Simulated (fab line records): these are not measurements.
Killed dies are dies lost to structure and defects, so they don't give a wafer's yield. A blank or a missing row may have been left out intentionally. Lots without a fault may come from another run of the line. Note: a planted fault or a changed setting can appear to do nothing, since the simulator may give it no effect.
Struck lot and sound lot, side by side | flow rit-cmos | 28 out of 202 route steps
Sound: the wafers L936.1, L936.2, L936.3. Struck: wafers L947.1, L947.2, L947.6. At the end, the cause is stated.
Each step with rows lists, per side, the tool, then ch with its chambers, then its first start. Under that, the readings that differ: sound wafers | struck wafers | difference of the means | sigmas: that difference in standard deviations of wafers without a fault.
alike: words and numbers the same on both sides, and readings whose means are apart by under 2 such deviations; not compared: readings that were withheld, readings missing a value for some wafer, numbers with overlapping values and no deviation given by the record, and bounds like >300 which may hide the same value.
A row with sigmas, a row that says differs or no value, or rows on one side alone: a step with any of these is where the two part. Numbers that have no deviation but don't overlap get no sigmas and don't part them. A reading missing from all wafers of one side parts the sides only when that side holds two or more wafers.

RIT_ACTIVE_BOW_MEAS_00:
  sound on film-metro-02 at day 2 06:00; struck on film-metro-04 at day 4 13:00
  alike: INCOMING_BOW
RIT_ACTIVE_OXIDATION_01: target thk 46.8 nm, ox time 3360 s.
  sound on furnace-03 ch 0, day 2 06:07; struck on furnace-02 ch 0, day 4 15:13
RIT_ACTIVE_THK_MEAS_02:
  sound on film-metro-02 at day 2 08:03; struck on film-metro-04 at day 4 17:09
  reading               | sound          | struck         | difference | sigmas
  ACTIVE_OXIDE_THK (nm) | 48.7 48.4 48.3 | 78.9 79.3 78.2 | +30.3      | +37
then, 1 step without rows for these wafers: RIT_ACTIVE_CVD_03 (deposits Si3N4 from SiH2Cl2/NH3, target thk 150 nm, time 1500 s).
RIT_ACTIVE_THK_MEAS_04:
  sound on film-metro-04 at day 2 09:32; struck on film-metro-03 at day 4 20:07
  alike: ACTIVE_NITRIDE_THK
then, 6 steps without rows for these wafers: RIT_ACTIVE_HMDS_05 (prime time 60 s); RIT_ACTIVE_COAT_06 (resist thk 1000 nm); RIT_ACTIVE_SOFTBAKE_07 (time 60 s); RIT_ACTIVE_EXPOSE_08 (exposes mask M1, target cd 1400 nm); RIT_ACTIVE_PEB_09; RIT_ACTIVE_DEVELOP_10 (develop time 50 s).
RIT_ACTIVE_CD_MEAS_11: target cd 1400 nm.
  sound on cd-sem-02 at day 2 10:34; struck on cd-sem-01 at day 4 21:16
  alike: cd-nm
then, 1 step without rows for these wafers: RIT_ACTIVE_HARDBAKE_12 (time 60 s).
RIT_ACTIVE_ETCH_13: etches Si3N4 in SF6, stops on SiO2, time 210 s, target depth 210 nm.
  sound on rie-diel-01 ch 0,2,3, day 2 10:50; struck on rie-diel-02 ch 2,3, day 4 21:37
  reading                                       | sound             | struck            | difference | sigmas
  model.SiO2_of_ACTIVE_OXIDATION_01.thk-nm (nm) | 47.45 47.38 46.84 | 78.06 79.19 77.95 | +31.18     |
  alike: drypump-motor-current-A, oes-product-au, rf-fwd-power-W, throttle-valve-pct
  not compared: rf-hours-counter-h
RIT_ACTIVE_STRIP_14: strips in O2, time 180 s.
  sound on plasma-asher-03 ch 0,1, day 2 10:58; struck on plasma-asher-04 ch 0,1, day 4 21:44
  alike: drypump-motor-current-A
  not compared: rf-hours-counter-h
RIT_ACTIVE_CD_MEAS_90: target cd 1400 nm.
  sound on cd-sem-01 at day 2 11:08; struck on cd-sem-01 at day 4 21:55
  alike: cd-nm
then, 4 steps without rows for these wafers: RIT_ACTIVE_CLEAN_15 (cleans in SC1, time 600 s); RIT_ACTIVE_CLEAN_16 (cleans in dHF, time 30 s); RIT_ACTIVE_CLEAN_17 (cleans in SC2, time 600 s); RIT_FOX1_OXIDATION_00 (target thk 350.7 nm, ox time 1130 s).
RIT_FOX1_THK_MEAS_01:
  sound on film-metro-01 at day 2 12:59; struck on film-metro-04 at day 5 00:35
  reading             | sound       | struck      | difference | sigmas
  FOX1_OXIDE_THK (nm) | 360 364 367 | 349 349 348 | -15        | -2
then, 2 steps without rows for these wafers: RIT_FOX1_WET_ETCH_02 (etches SiO2 in BOE, target depth 350 nm, time 390 s); RIT_FOX2_OXIDATION_00 (target thk 350.7 nm, ox time 1130 s).
RIT_FOX2_THK_MEAS_01:
  sound on film-metro-03 at day 2 14:28; struck on film-metro-01 at day 5 02:16
  alike: FOX2_OXIDE_THK
then, 1 step without rows for these wafers: RIT_FOX2_CLEAN_02 (cleans in dHF, time 174 s).
RIT_FOX2_WET_ETCH_03: etches Si3N4 in H3PO4, target depth 195 nm, time 2700 s.
  sound on wet-bench-04 ch 2, day 2 14:35; struck on wet-bench-02 ch 1, day 5 02:42
  reading                                       | sound             | struck           | difference | sigmas
  model.SiO2_of_ACTIVE_OXIDATION_01.thk-nm (nm) | 42.23 42.19 41.71 | 69.42 70.4 69.25 | +27.65     |
RIT_FOX2_THK_MEAS_90:
  sound on film-metro-02 at day 2 15:21; struck on film-metro-01 at day 5 03:27
  alike: FIELD_OXIDE_LEFT_1_THK
RIT_M1_PROBE_99:
  the record has rows for the sound wafers here (prober-01, day 4 04:02) and none for the struck ones

WHERE THEY PART
Last at RIT_M1_PROBE_99 as far as this record goes, first at RIT_ACTIVE_THK_MEAS_02.

WHY: what the simulator had put in
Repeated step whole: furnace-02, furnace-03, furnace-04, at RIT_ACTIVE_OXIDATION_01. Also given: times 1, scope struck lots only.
